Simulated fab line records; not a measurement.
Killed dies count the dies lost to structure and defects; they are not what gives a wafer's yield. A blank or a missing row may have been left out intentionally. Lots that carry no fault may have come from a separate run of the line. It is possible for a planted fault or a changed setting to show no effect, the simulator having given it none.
Lot-split experiment	flow rit-cmos	route with 202 steps; 5 lots, 23 wafers read

== THE SPLIT ITSELF ==
At RIT_PRETRO_COAT_01 (resist thk 1300 nm), the setting spin-rpm was moved away from the recipe's 2000 rpm on 8 of the 23 wafers read, by -6.8% to +5.4%. The other wafers ran this setting at the recipe's value.

== FROM THE SPLIT TO THE READING: what the file shows between them, 3 steps ==
- RIT_PRETRO_SOFTBAKE_02: time 60 s
- RIT_PRETRO_EXPOSE_03: exposes mask M5, target cd 43700 nm
- RIT_PRETRO_DEVELOP_05: develop time 68 s

== THE READING ==
NOVOLAK_of_PRETRO_COAT_01.thk-nm (the simulator's own value, which no gauge read), in nm, at RIT_PRETRO_HARDBAKE_07 (time 120 s). No usual value for it is given in the file. Here, 15 wafers ran the recipe; their average is 1136 nm with a standard deviation of 3.4 nm.

wafer	tool, chamber at the split	spin-rpm as run, rpm	against the recipe	NOVOLAK_of_PRETRO_COAT_01.thk-nm, nm	against lot-mates on the recipe
L075.2	litho-track-02, 0	1874	-6.3%	1168	+38
L075.3	litho-track-02, 0	1874	-6.3%	1167	+37
L075.4	litho-track-02, 0	2000	recipe	1130	-
L075.5	litho-track-02, 0	2000	recipe	1131	-
L075.6	litho-track-02, 0	2000	recipe	1129	-
L077.1	litho-track-03, 0	2073	+3.6%	1115	-21
L077.2	litho-track-03, 0	2000	recipe	1135	-
L077.3	litho-track-03, 0	2000	recipe	1136	-
L077.4	litho-track-03, 0	2073	+3.6%	1118	-18
L077.6	litho-track-03, 0	2000	recipe	1138	-
L079.1	litho-track-03, 0	2000	recipe	1141	-
L079.3	litho-track-03, 0	2000	recipe	1137	-
L079.5	litho-track-03, 0	2000	recipe	1139	-
L080.1	litho-track-04, 0	2000	recipe	1138	-
L080.4	litho-track-04, 0	2000	recipe	1138	-
L080.3	litho-track-04, 0	1865	-6.8%	1177	+40
L080.5	litho-track-04, 0	1865	-6.8%	1176	+39
L080.6	litho-track-04, 0	2000	recipe	1135	-
L082.2	litho-track-04, 0	2000	recipe	1138	-
L082.5	litho-track-04, 0	2000	recipe	1138	-
L082.3	litho-track-04, 0	2108	+5.4%	1108	-30
L082.4	litho-track-04, 0	2108	+5.4%	1109	-29
L082.6	litho-track-04, 0	2000	recipe	1139	-

FIT RESULTS
A straight line over all 23 wafers: NOVOLAK_of_PRETRO_COAT_01.thk-nm changes by -5.4 nm for each +1% of spin-rpm; r = -0.98; the points scatter about the line by 3.3 nm.
The same after taking each lot's own level away (the mean of its wafers on the recipe; 23 wafers): -5.75 nm for each +1%; r = -1.00; scatter 1.3 nm.
The reading moves by 39 nm for the largest change in spin-rpm, on that fit.
The lots' own levels span 1130.0 to 1139.0 nm, that is 2.6 times the standard deviation above.
The two slopes are in agreement: the lot-to-lot level therefore moves the slope only a little.
Check: with one of the wafers moved furthest among these (-6.8%) left out of the fit, the line predicts +39 nm for it against its lot-mates. Against them it came out at +40 nm.

== OTHER SPLITS APPLIED TO THESE WAFERS ==
Other splits were also applied to these wafers ahead of the reading. Each is held against what the fit with the lots' levels taken away leaves over:
other split on the same wafers	wafers away from the commonest value	r with NOVOLAK_of_PRETRO_COAT_01.thk-nm (lot level and that fit taken away)
RIT_ACTIVE_CVD_03 sih2cl2-flow-sccm	18	+0.04
RIT_ACTIVE_DEVELOP_10 develop-time-s	10	-0.15
RIT_ACTIVE_ETCH_13 rf-w	5	+0.13
RIT_FOX1_OXIDATION_00 temp-c	15	-0.08
RIT_NWELL_IMPLANT_08 energy-kev	5	-0.14
RIT_PWELL_COAT_01 spin-rpm	10	-0.11
RIT_PWELL_IMPLANT_08 dose-cm2	4	+0.07
RIT_NRETRO_COAT_01 resist-thk-nm	6	-0.10

== THE WHOLE CHAIN: every reading that the file lists as answering this split, in the file's order ==
step	what it does	reading	change (the file's fit)	r (the file's)
RIT_PRETRO_COAT_01	resist thk 1300 nm	NOVOLAK_of_PRETRO_COAT_01.thk-nm (the simulator's own value, which no gauge read)	-6.72 nm for each +1% of the setting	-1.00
RIT_PRETRO_HARDBAKE_07	time 120 s	NOVOLAK_of_PRETRO_COAT_01.thk-nm (the simulator's own value, which no gauge read)	-5.78 nm for each +1% of the setting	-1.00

== THE FILE'S OWN FIT ==
NOVOLAK_of_PRETRO_COAT_01.thk-nm changes by -5.78 nm for each +1% of spin-rpm, r = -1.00.
